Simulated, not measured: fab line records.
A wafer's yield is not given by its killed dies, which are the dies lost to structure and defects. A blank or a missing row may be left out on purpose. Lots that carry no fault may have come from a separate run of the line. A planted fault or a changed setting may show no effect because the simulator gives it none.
Comparing a struck lot with a sound one || flow ritCmos || 17 steps out of a route of 202
Sound: wafers L791.2, L791.4, L791.5. Wafers L802.1, L802.2, L802.4 were the ones struck. The cause comes at the end.
Order at every step that has rows: each side's tool, ch and its chambers, its first start. Under that, the readings that differ: sound wafers || struck wafers || difference of the means || sigmas: that difference in standard deviations of wafers without a fault.
alike: words and numbers the same on both sides, and readings whose means are apart by under 2 such deviations; not compared: readings that were withheld, readings missing a value for some wafer, numbers with overlapping values and no deviation given by the record, and bounds like >300 which may hide the same value.
The two part at a step that has a row with sigmas, a row that says differs or no value, or rows on one side only. Numbers that don't overlap but have no deviation are shown without sigmas and don't part them. A reading that every wafer of one side lacks parts them only if that side has two wafers or more.

RIT_PWELL_TW_MEAS_10:
  struck on filmMetro-01, day 5 15:35; sound on filmMetro-04, day 3 09:25
  alike: PWELL_TW
then, 1 step without rows for these wafers: RIT_WELLDRIVE_ANNEAL_00 (time 14700 s).
RIT_WELLDRIVE_RS_MEAS_01: uses a four-point probe to measure.
  struck on filmMetro-04, day 5 20:58; sound on filmMetro-04, day 3 15:23
{"reading": "NWELL_RS (ohm/sq)", "sound": "275.9 276.2 276.6", "struck": "275.2 274.6 274.4", "difference": -1.5, "sigmas": -2}
RIT_WELLDRIVE_RS_MEAS_02: uses a four-point probe to measure.
  struck on filmMetro-04, day 5 21:05; sound on filmMetro-04, day 3 15:31
  alike: PWELL_RS
then, 6 steps without rows for these wafers: RIT_NRETRO_HMDS_00 (prime time 60 s); RIT_NRETRO_COAT_01 (resist thk 1300 nm); RIT_NRETRO_SOFTBAKE_02 (time 60 s); RIT_NRETRO_EXPOSE_03 (exposes mask M4, target cd 43900 nm); RIT_NRETRO_PEB_04; RIT_NRETRO_DEVELOP_05 (develop time 68 s).
RIT_NRETRO_OVL_MEAS_06:
  struck on overlay-01, day 5 22:12; sound on overlay-01, day 3 16:30
  alike: NRETRO_OVL
then, 1 step without rows for these wafers: RIT_NRETRO_HARDBAKE_07 (time 120 s).
RIT_NRETRO_IMPLANT_08:
  sound on implanter-04 ch 0, day 3 16:48; struck on implanter-03 ch 0, day 5 22:29
{"reading": "beamEnergyKeV", "sound": "70.000 69.971 70.006", "struck": "94.468 94.455 94.447", "difference": "+24.464", "sigmas": "+99 or more"}
{"reading": "model.implant.rpNm (nm)", "sound": "86.32 86.32 86.32", "struck": "113 113 113", "difference": "+27", "sigmas": ""}
{"reading": "model.implant.drpNm (nm)", "sound": "33.94 33.94 33.94", "struck": "43.45 43.45 43.45", "difference": "+9.51", "sigmas": ""}
  alike: beamOnS
RIT_NRETRO_STRIP_09: strips in O2, time 180 s.
  sound on plasmaAsher-02 ch 0,1, day 3 16:56; struck on plasmaAsher-04 ch 0,1, day 5 22:38
  alike: drypumpMotorCurrentA
  not compared: rfHoursCounterH
RIT_NRETRO_TW_MEAS_10:
  struck on filmMetro-01, day 5 22:49; sound on filmMetro-03, day 3 17:08
{"reading": "NRETRO_TW", "sound": "1063 1059 1062", "struck": "1137 1127 1131", "difference": "+70", "sigmas": "+10"}
then, 1 step without rows for these wafers: RIT_PRETRO_HMDS_00 (prime time 60 s).
RIT_M1_PROBE_99:
  struck on prober-01, day 7 03:55; sound on prober-02, day 4 22:26
{"reading": "model.etest.pmos_0p3.rOnOhmUm", "sound": "6164 6162 6135", "struck": "5932 6021 6065", "difference": -148, "sigmas": ""}
{"reading": "model.etest.pmosTurned.rOnOhmUm", "sound": "3196 3237 3202", "struck": "3241 3286 3283", "difference": "+58", "sigmas": ""}
{"reading": "model.etest.pmosNarrow.driveUaUm", "sound": "104.8 105.6 104.4", "struck": "110.2 107.3 106", "difference": "+2.9", "sigmas": ""}
{"reading": "model.etest.pmos_0p3.driveUaUm", "sound": "103.3 102.5 103.7", "struck": "112 108.5 107.2", "difference": "+6", "sigmas": ""}
{"reading": "model.etest.wellEdgeRight.lineOhmUm", "sound": "183.3 182.9 182.1", "struck": "179.9 179.6 180.8", "difference": -2.7, "sigmas": ""}
{"reading": "model.etest.pmos_0p15.swingMvDec", "sound": "84.82 84.98 84.88", "struck": "82.89 82.79 83.43", "difference": -1.86, "sigmas": ""}
  alike: killedAtContacts, killedAtFrontEnd, killedDies, killedOpen, killedShort
  not compared: model.etest.pmosTurned.driveUaUm, model.etest.wellEdgeLeft.lineOhmUm

== WHERE THEY PART ==
Last at RIT_NRETRO_TW_MEAS_10 as far as this record goes, first at RIT_WELLDRIVE_RS_MEAS_01. Later steps at which nothing parts them and some readings are alike: RIT_M1_PROBE_99.

WHY: whatever the simulator had introduced
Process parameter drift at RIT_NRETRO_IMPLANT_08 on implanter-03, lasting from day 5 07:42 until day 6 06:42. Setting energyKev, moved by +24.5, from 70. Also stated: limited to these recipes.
